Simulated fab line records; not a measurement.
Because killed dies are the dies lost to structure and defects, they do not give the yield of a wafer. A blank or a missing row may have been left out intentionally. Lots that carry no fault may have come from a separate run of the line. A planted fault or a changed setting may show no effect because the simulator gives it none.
The same fault as seen by 2 desks | flow berkeleyCmos170 | what lay behind the numbers comes last; until then each desk has only its own

== FROM THE METROLOGY DESK ==
What the gauges read for every lot (on any tool): the sampled wafers with a number, averaged. The brackets show how far a lot's mean lies from the usual mean; more than 4 standard deviations puts the lot out of limits, marked OUT. Shown here are 7 of its 11 readings, the ones lying furthest out on some lot.
Columns: A = V2_BOW at UCB170_V2_BOW_MEAS_03, usual 36 um; B = cdNm at UCB170_V2_CD_MEAS_12, usual 700.1 nm; C = V2_OVL at UCB170_V2_OVL_MEAS_13, usual -1 nm; D = cdNm at UCB170_V2_CD_MEAS_90, usual 699.9 nm; E = cdNm at UCB170_M3_CD_MEAS_15, usual 700.1 nm; F = M3_OVL at UCB170_M3_OVL_MEAS_16, usual -2 nm; G = M3_BOW at UCB170_M3_BOW_MEAS_20, usual 35 um
lot  | first seen here | A  | B     | C   | D     | E     | F   | G
L479 | day 7 02:12     | 34 | 700.0 | 6   | 698.8 | 700.2 | 1   | 33
L480 | day 7 05:05     | 46 | 698.7 | 1   | 698.6 | 702.7 | -11 | 46
L490 | day 9 09:44     | 32 | 699.2 | -3  | 699.0 | 698.1 | -2  | 31
L494 | day 10 10:20    | 37 | 697.8 | -12 | 697.7 | 699.3 | 8   | 36
L499 | day 11 13:29    | 38 | 700.0 | 4   | 698.8 | 699.9 | 1   | 36
This desk's verdict: no lot among the 5 shows anything out of limits.

== AT THE TOOL OWNER'S DESK: rieDiel-01 ==
The tool's own readings at UCB170_V2_ETCH_14 (etches SiO2 in CHF3/CF4/Ar, stops on Al, target depth 1250 nm, time 291 s): means of the sampled wafers that have a number, for each lot that ran on this tool. The brackets show how far a lot's mean lies from the usual mean; more than 4 standard deviations puts the lot out of limits, marked OUT.
Columns: A = drypumpMotorCurrentA at UCB170_V2_ETCH_14, usual 5.9 A; B = oesProductAu at UCB170_V2_ETCH_14, usual 0.872 a.u.; C = throttleValvePct at UCB170_V2_ETCH_14, usual 6.93 %
lot  | first seen here | A   | B     | C
L479 | day 7 04:36     | 5.5 | 0.879 | 6.94
L490 | day 9 11:26     | 6.0 | 0.868 | 6.99
This desk's verdict: no lot among the 2 shows anything out of limits.

== ALL TOGETHER ==
At the metrology desk, nothing out of limits was observed.
The desk of the tool owner found nothing out of limits.

== WHAT THE SIMULATOR HAD INSERTED ==
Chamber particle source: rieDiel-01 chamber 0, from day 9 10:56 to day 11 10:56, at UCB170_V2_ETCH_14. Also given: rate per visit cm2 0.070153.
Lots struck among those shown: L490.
